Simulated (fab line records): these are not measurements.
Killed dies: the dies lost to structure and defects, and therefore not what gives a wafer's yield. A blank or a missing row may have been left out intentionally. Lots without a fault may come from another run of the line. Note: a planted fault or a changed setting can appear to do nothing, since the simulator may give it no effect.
fab line records	flow rit-cmos
[record] lots = 15	wafers = 45	last-day = 8
route steps=202 shown ACTIVE@1 NWELL@51 PRETRO@65 PLDD@120 M1@202
lots untouched by any fault: they come from a run of this same line in which no faults occurred
start-h: hours from the record's opening day to when the first of the lot's shown wafers began	wait-h: time in hours since the lot's previous step	" the same as in the row above	L1.1+2: a row that stands for several wafers	- value missing, or start not given	* or withheld: withheld	< > ~ a bound
route shown NAME@n: names a module that has steps shown in the file, with the first one's number in the route	usual: average and standard deviation across the fault-free wafers	same: alike in all rows	chamber/n: place in a boat	sites: readings site by site	_std_site: standard deviation across them	_edge_site: outer sites' mean less inner sites'	radius-mm: how far each site lies from the wafer's centre	mask NAME#n: copy n	behind: the last tool/chamber to shape the wafer	hold: what put the lot on hold/how long, in hours/how the hold closed	device: the transistor (n, p or np) that didn't switch	end of line: tests run on the same wafers once the route is complete	for a step that has no rows: nothing shown but its recipe	killed: dies lost to structure and defects at the first sort, not the wafer's yield	map: a wafer's dies, marking killed ones x, the rest . and places with no die _
set.NAME: the setting that was run; set.NAME@STEP: the one run at that earlier step	model.NAME: the simulator's own value behind a step, which no gauge read
a sample of lots followed through the steps of the route, with each step as a table and each wafer as a row
[[steps]]
[step RIT_ACTIVE_BOW_MEAS_00]
[recipe] mode = bow
[usual] INCOMING_BOW = 0/5.8
lot.wafer	tool	chamber	start-h	wait-h	INCOMING_BOW[um]
L656.1	film-metro-01	-	10.00	-	4
L656.2	"	-	"	"	-11
L656.4	"	-	"	"	-7
L658.4	film-metro-04	-	20.06	-	-4
L658.5	"	-	"	"	-1
L658.6	"	-	"	"	0
L659.1	film-metro-03	-	25.00	-	-5
L659.4	"	-	"	"	-5
L659.6	"	-	"	"	-9
L661.4	film-metro-04	-	35.06	-	-2
L661.5	"	-	"	"	-1
L661.6	"	-	"	"	6
L662.1	film-metro-01	-	40.00	-	9
L662.3	"	-	"	"	4
L662.5	"	-	"	"	9
L664.4	film-metro-04	-	50.06	-	-3
L664.5	"	-	"	"	-11
L664.6	"	-	"	"	-6
L665.3	film-metro-03	-	55.04	-	3
L665.4	"	-	"	"	-2
L665.6	"	-	"	"	-2
L666.2	film-metro-04	-	60.02	-	0
L666.4	"	-	"	"	0
L666.5	"	-	"	"	-3
L667.1	film-metro-04	-	65.00	-	-2
L667.3	"	-	"	"	0
L667.5	"	-	"	"	-1
L668.3	film-metro-01	-	70.04	-	11
L668.5	"	-	"	"	-1
L668.6	"	-	"	"	5
L669.1	film-metro-01	-	75.00	-	3
L669.3	"	-	"	"	-9
L669.6	"	-	"	"	11
L674.1	film-metro-04	-	100.00	-	4
L674.2	"	-	"	"	0
L674.4	"	-	"	"	9
L676.3	film-metro-04	-	110.04	-	-4
L676.5	"	-	"	"	-6
L676.6	"	-	"	"	4
L677.1	film-metro-04	-	115.00	-	9
L677.5	"	-	"	"	-8
L677.6	"	-	"	"	6
L678.1	film-metro-01	-	120.00	-	13
L678.3	"	-	"	"	3
L678.6	"	-	"	"	10
[step RIT_WELLDRIVE_RS_MEAS_01]
[recipe] thk-meas-gauge = four-point-probe
[usual] NWELL_RS = 275.2/0.69
lot.wafer	tool	chamber	start-h	wait-h	NWELL_RS[ohm/sq]
L656.1	film-metro-04	-	31.00	0.0	275.0
L656.2	"	-	"	"	276.0
L656.4	"	-	"	"	275.1
L658.4	film-metro-01	-	39.39	0.1	275.1
L658.5	"	-	"	"	276.3
L658.6	"	-	"	"	276.1
L659.1	film-metro-04	-	44.88	0.0	274.7
L659.4	"	-	"	"	274.9
L659.6	"	-	"	"	275.5
L661.4	film-metro-01	-	56.87	0.1	275.7
L661.5	"	-	"	"	275.7
L661.6	"	-	"	"	276.3
L662.1	film-metro-02	-	61.90	0.0	274.8
L662.3	"	-	"	"	274.5
L662.5	"	-	"	"	275.0
L664.4	film-metro-02	-	71.87	0.1	275.2
L664.5	"	-	"	"	274.5
L664.6	"	-	"	"	275.4
L665.3	film-metro-04	-	77.07	0.0	276.3
L665.4	"	-	"	"	274.4
L665.6	"	-	"	"	276.4
L666.2	film-metro-02	-	81.34	0.0	275.2
L666.4	"	-	"	"	275.3
L666.5	"	-	"	"	274.3
L667.1	film-metro-02	-	84.71	0.0	274.5
L667.3	"	-	"	"	275.8
L667.5	"	-	"	"	275.8
L668.3	film-metro-04	-	92.19	0.0	275.5
L668.5	"	-	"	"	275.6
L668.6	"	-	"	"	276.0
L669.1	film-metro-02	-	97.18	0.0	274.6
L669.3	"	-	"	"	275.0
L669.6	"	-	"	"	275.2
L674.1	film-metro-02	-	119.27	0.0	274.8
L674.2	"	-	"	"	275.1
L674.4	"	-	"	"	274.5
L676.3	film-metro-04	-	135.03	0.0	275.0
L676.5	"	-	"	"	274.6
L676.6	"	-	"	"	274.9
L677.1	film-metro-02	-	135.32	0.0	275.3
L677.5	"	-	"	"	276.2
L677.6	"	-	"	"	276.3
L678.1	film-metro-02	-	140.08	0.0	277.0
L678.3	"	-	"	"	276.4
L678.6	"	-	"	"	276.4
[step RIT_PRETRO_COAT_01]
[recipe] resist = NOVOLAK	spin-rpm = 2000	resist-thk-nm = 1300
[usual] chill-plate-temp-C = 23.00/0.12	dispense-pressure-kPa = 44.3/0.45
lot.wafer	tool	chamber	start-h	wait-h	chill-plate-temp-C	dispense-pressure-kPa
L656.1	litho-track-03	0	32.95	0.1	22.79	43.4
L656.2	"	0	"	"	22.71	43.4
L656.4	"	0	"	"	22.79	43.4
L658.4	litho-track-03	0	41.40	0.1	23.05	43.4
L658.5	"	0	"	"	22.93	43.4
L658.6	"	0	"	"	22.79	43.4
L659.1	litho-track-02	0	46.95	0.1	22.90	44.4
L659.4	"	0	"	"	22.87	44.4
L659.6	"	0	"	"	22.85	44.4
L661.4	litho-track-03	0	58.95	0.1	22.96	43.4
L661.5	"	0	"	"	22.85	43.4
L661.6	"	0	"	"	22.85	43.4
L662.1	litho-track-02	0	63.96	0.1	22.85	44.4
L662.3	"	0	"	"	22.98	44.3
L662.5	"	0	"	"	23.04	44.4
L664.4	litho-track-03	0	73.83	0.1	23.21	43.4
L664.5	"	0	"	"	22.96	43.4
L664.6	"	0	"	"	23.06	43.4
L665.3	litho-track-02	0	79.17	0.1	23.22	44.3
L665.4	"	0	"	"	23.05	44.3
L665.6	"	0	"	"	23.13	44.4
L666.2	litho-track-01	-	83.41	0.1	-	-
L666.4	"	-	"	"	-	-
L666.5	"	-	"	"	-	-
L667.1	litho-track-02	-	86.78	0.1	-	-
L667.3	"	-	"	"	-	-
L667.5	"	-	"	"	-	-
L668.3	litho-track-02	-	94.26	0.1	-	-
L668.5	"	-	"	"	-	-
L668.6	"	-	"	"	-	-
L669.1	litho-track-02	0	99.37	0.1	23.16	44.4
L669.3	"	0	"	"	22.85	44.4
L669.6	"	0	"	"	23.07	44.4
L674.1	litho-track-01	0	121.44	0.1	23.07	44.8
L674.2	"	0	"	"	22.99	44.8
L674.4	"	0	"	"	23.06	44.8
L676.3	litho-track-02	0	137.02	0.1	22.92	44.4
L676.5	"	0	"	"	22.85	44.4
L676.6	"	0	"	"	22.91	44.4
L677.1	litho-track-01	0	137.70	0.1	23.03	44.9
L677.5	"	0	"	"	23.02	44.8
L677.6	"	0	"	"	22.99	44.9
L678.1	litho-track-01	0	142.19	0.1	22.96	44.9
L678.3	"	0	"	"	23.05	44.9
L678.6	"	0	"	"	23.22	44.9
[step RIT_PRETRO_OVL_MEAS_06]
[usual] PRETRO_OVL = 0.0/1
lot.wafer	tool	chamber	start-h	wait-h	PRETRO_OVL[nm]
L656.1	overlay-02	-	33.68	-	-1.1
L656.2	"	-	"	"	-2.2
L656.4	"	-	"	"	-0.7
L658.4	overlay-02	-	42.07	-	0.3
L658.5	"	-	"	"	0.8
L658.6	"	-	"	"	-0.1
L659.1	overlay-02	-	47.68	-	0.4
L659.4	"	-	"	"	0.6
L659.6	"	-	"	"	0.9
L661.4	overlay-01	-	59.75	-	0.9
L661.5	"	-	"	"	2.3
L661.6	"	-	"	"	1.8
L662.1	overlay-01	-	64.69	-	-0.2
L662.3	"	-	"	"	-0.9
L662.5	"	-	"	"	1.3
L664.4	overlay-01	-	74.50	-	1.2
L664.5	"	-	"	"	0.5
L664.6	"	-	"	"	0.7
L665.3	overlay-02	-	79.87	-	-1.0
L665.4	"	-	"	"	-0.9
L665.6	"	-	"	"	0.6
L666.2	overlay-01	-	84.12	-	-
L666.4	"	-	"	"	-
L666.5	"	-	"	"	-
L667.1	overlay-01	-	87.64	-	-
L667.3	"	-	"	"	-
L667.5	"	-	"	"	-
L668.3	overlay-02	-	95.08	-	-
L668.5	"	-	"	"	-
L668.6	"	-	"	"	-
L669.1	overlay-01	-	100.11	-	0.3
L669.3	"	-	"	"	0.9
L669.6	"	-	"	"	1.1
L674.1	overlay-01	-	124.27	-	-1.1
L674.2	"	-	"	"	0.1
L674.4	"	-	"	"	-1.0
L676.3	overlay-01	-	137.72	-	-1.0
L676.5	"	-	"	"	0.2
L676.6	"	-	"	"	-1.9
L677.1	overlay-01	-	138.43	-	-1.1
L677.5	"	-	"	"	1.0
L677.6	"	-	"	"	0.5
L678.1	overlay-01	-	142.92	-	-1.5
L678.3	"	-	"	"	0.1
L678.6	"	-	"	"	-1.8
[step RIT_PLDD_OVL_MEAS_06]
[usual] PLDD_OVL = -1.1/1.5
lot.wafer	tool	chamber	start-h	wait-h	PLDD_OVL[nm]
L656.1	overlay-02	-	49.67	-	-2.2
L656.2	"	-	"	"	-3.0
L656.4	"	-	"	"	-1.0
L658.4	overlay-02	-	57.81	-	-0.6
L658.5	"	-	"	"	-1.7
L658.6	"	-	"	"	-1.1
L659.1	overlay-02	-	60.34	-	1.1
L659.4	"	-	"	"	0.5
L659.6	"	-	"	"	1.3
L661.4	overlay-01	-	72.67	-	0.0
L661.5	"	-	"	"	0.3
L661.6	"	-	"	"	-0.3
L662.1	overlay-01	-	79.70	-	-0.8
L662.3	"	-	"	"	-2.0
L662.5	"	-	"	"	-2.3
L664.4	overlay-01	-	91.63	-	-1.5
L664.5	"	-	"	"	-3.2
L664.6	"	-	"	"	-4.1
L665.3	overlay-02	-	94.44	-	-1.2
L665.4	"	-	"	"	-0.8
L665.6	"	-	"	"	-0.7
L666.2	overlay-02	-	97.39	-	-1.7
L666.4	"	-	"	"	0.3
L666.5	"	-	"	"	-1.5
L667.1	overlay-02	-	101.71	-	-2.9
L667.3	"	-	"	"	-4.9
L667.5	"	-	"	"	-4.0
L668.3	overlay-02	-	108.98	-	-1.7
L668.5	"	-	"	"	-2.3
L668.6	"	-	"	"	-0.6
L669.1	overlay-01	-	112.94	-	-2.6
L669.3	"	-	"	"	-3.0
L669.6	"	-	"	"	-2.3
L674.1	overlay-02	-	138.38	-	1.0
L674.2	"	-	"	"	1.5
L674.4	"	-	"	"	2.5
L676.3	overlay-02	-	149.15	-	-1.6
L676.5	"	-	"	"	-0.1
L676.6	"	-	"	"	-0.2
L677.1	overlay-01	-	153.27	-	-1.6
L677.5	"	-	"	"	-0.2
L677.6	"	-	"	"	-1.6
L678.1	overlay-02	-	168.51	-	-2.5
L678.3	"	-	"	"	-0.4
L678.6	"	-	"	"	0.5
[step RIT_M1_PROBE_99]
[usual] killed-at-contacts = 0.1/0.23	killed-at-front-end = 7/3	killed-dies = 7/3	killed-on-rim = 1.8/1.5	killed-open = 3.3/1.8	killed-short = 3.3/2.2
[same] gross-dies = 264	killed_at_M0_to_M3 = 0	killed_at_M4_up = 0	killed-at-back-side = 0	killed-at-other = 0
lot.wafer	tool	chamber	start-h	wait-h	killed-at-contacts	killed-at-front-end	killed-dies	killed-on-rim	killed-open	killed-short
L656.1	prober-01	-	63.70	0.1	0	4	4	1	4	0
L656.2	prober-01	-	63.75	0.1	0	3	3	2	0	3
L656.4	prober-01	-	63.85	0.2	0	4	4	1	2	2
L664.4	prober-02	-	106.04	0.2	0	7	7	2	3	4
L664.5	prober-02	-	106.09	0.2	0	9	9	4	4	5
L664.6	prober-02	-	106.14	0.2	0	5	5	0	2	3
L665.3	prober-01	-	109.28	0.2	0	8	8	0	6	2
L665.4	prober-01	-	109.33	0.2	0	9	9	3	4	5
L665.6	prober-01	-	109.43	0.2	0	8	8	0	4	4
L666.2	prober-02	-	111.44	0.1	0	264	264	70	4	2
L666.4	prober-02	-	111.54	0.2	0	264	264	70	5	3
L666.5	prober-02	-	111.59	0.2	0	264	264	70	2	6
L667.1	prober-01	-	116.10	0.1	0	264	264	70	6	4
L667.3	prober-01	-	116.20	0.2	1	263	264	70	3	2
L667.5	prober-01	-	116.30	0.2	0	264	264	70	3	2
L668.3	prober-02	-	123.02	0.2	0	264	264	70	6	2
L668.5	prober-02	-	123.12	0.2	0	264	264	70	2	2
L668.6	prober-02	-	123.17	0.2	0	264	264	70	4	3
L669.1	prober-01	-	129.93	0.1	0	7	7	1	1	6
L669.3	prober-01	-	130.03	0.2	0	7	7	2	5	2
L669.6	prober-01	-	130.18	0.2	0	10	10	1	2	8
// killed by level:class
L656.1 SILICIDE:geometric-particle:open=2 FOX1:geometric-particle:open=1 SPACER:geometric-particle:open=1
L656.2 SPACER:geometric-particle:short=2 FOX2:geometric-particle:short=1
L656.4 GATE:geometric-particle:short=1 GATE:geometric-particle:open=1 SPACER:geometric-particle:short=1 SILICIDE:geometric-particle:open=1
L664.4 GATE:geometric-particle:open=3 FOX1:geometric-particle:short=1 GATE:geometric-particle:short=1 SPACER:geometric-particle:short=1 SILICIDE:geometric-particle:short=1
L664.5 GATE:geometric-particle:short=3 FOX1:geometric-particle:open=1 FOX2:geometric-particle:short=1 GATE:geometric-particle:open=1 SPACER:geometric-particle:open=1 SILICIDE:geometric-particle:short=1 SILICIDE:geometric-particle:open=1
L664.6 GATE:geometric-particle:short=2 GATE:geometric-particle:open=2 SPACER:geometric-particle:short=1
L665.3 SPACER:geometric-particle:open=2 SILICIDE:geometric-particle:open=2 FOX1:geometric-particle:open=1 GATE:geometric-particle:open=1 GATE:geometric-particle:short=1 REOX:geometric-particle:short=1
L665.4 REOX:geometric-particle:open=2 SPACER:geometric-particle:short=2 FOX1:geometric-particle:short=1 FOX1:geometric-particle:open=1 GATE:geometric-particle:short=1 GATE:geometric-particle:open=1 SILICIDE:geometric-particle:short=1
L665.6 GATE:geometric-particle:open=2 GATE:geometric-particle:short=2 FOX1:geometric-particle:short=1 FOX1:geometric-particle:open=1 REOX:geometric-particle:open=1 SPACER:geometric-particle:short=1
L666.2 PRETRO:area-expose=258 REOX:geometric-particle:open=2 FOX1:geometric-particle:short=1 FOX1:geometric-particle:open=1 GATE:geometric-particle:short=1 GATE:geometric-particle:open=1
L666.4 PRETRO:area-expose=256 GATE:geometric-particle:short=2 SPACER:geometric-particle:open=2 FOX1:geometric-particle:open=1 GATE:geometric-particle:open=1 REOX:geometric-particle:open=1 SPACER:geometric-particle:short=1
L666.5 PRETRO:area-expose=256 GATE:geometric-particle:short=3 FOX2:geometric-particle:short=2 FOX1:geometric-particle:open=1 FOX1:geometric-particle:short=1 GATE:geometric-particle:open=1
L667.1 PRETRO:area-expose=254 FOX1:geometric-particle:open=3 SPACER:geometric-particle:short=2 FOX1:geometric-particle:short=1 GATE:geometric-particle:short=1 REOX:geometric-particle:open=1 SPACER:geometric-particle:open=1 SILICIDE:geometric-particle:open=1
L667.3 PRETRO:area-expose=259 GATE:geometric-particle:open=3 SPACER:geometric-particle:short=1 CONTACT:geometric-particle:short=1
L667.5 PRETRO:area-expose=259 GATE:geometric-particle:open=3 SPACER:geometric-particle:short=2
L668.3 PRETRO:area-expose=256 FOX1:geometric-particle:open=2 SILICIDE:geometric-particle:open=2 FOX1:geometric-particle:short=1 FOX2:geometric-particle:open=1 FOX2:geometric-particle:short=1 GATE:geometric-particle:open=1
L668.5 PRETRO:area-expose=260 FOX1:geometric-particle:short=2 FOX2:geometric-particle:open=1 REOX:geometric-particle:open=1
L668.6 PRETRO:area-expose=257 GATE:geometric-particle:open=2 FOX1:geometric-particle:short=1 GATE:geometric-particle:short=1 SPACER:geometric-particle:open=1 SILICIDE:geometric-particle:short=1 SILICIDE:geometric-particle:open=1
L669.1 GATE:geometric-particle:short=4 FOX1:geometric-particle:short=1 REOX:geometric-particle:open=1 REOX:geometric-particle:short=1
L669.3 GATE:geometric-particle:open=2 FOX1:geometric-particle:open=1 FOX2:geometric-particle:short=1 GATE:geometric-particle:short=1 SPACER:geometric-particle:open=1 SILICIDE:geometric-particle:open=1
L669.6 GATE:geometric-particle:short=6 GATE:geometric-particle:open=2 FOX1:geometric-particle:short=1 SPACER:geometric-particle:short=1
[[key]]
[first-sign] step = RIT_PRETRO_COAT_01	reading = tool-record	direction = missing
[effect] step = RIT_PRETRO_OVL_MEAS_06	reading = PRETRO_OVL	direction = missing
[effect] step = RIT_M1_PROBE_99	reading = killed-dies	direction = up	sigmas = 86	usual = 7	struck = 264
[more-kills-born-at] RIT_PRETRO_EXPOSE_03@iline-stepper-02 = 1543	RIT_PRETRO_EXPOSE_03@iline-stepper-01 = 772
met-at RIT_PRETRO_COAT_01
struck-lots L666,L667,L668
tester-left-out L666,L667,L668
not-acting-at RIT_ACTIVE_BOW_MEAS_00,RIT_WELLDRIVE_RS_MEAS_01,RIT_PLDD_OVL_MEAS_06
onset-between 79.17 83.41
[fault] kind = skipped-step-whole	tool = litho-track-01,litho-track-02	chamber = -	onset-h = 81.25	steps = RIT_PRETRO_COAT_01	scope = struck-lots-only
// tester-left-out: of these lots the tester's yield and bins aren't shown, on N5 and GAA mostly nor the transistor test; their killed dies are dies lost to structure and defects alone, not to doping, threshold or leakage, so they don't give the yield
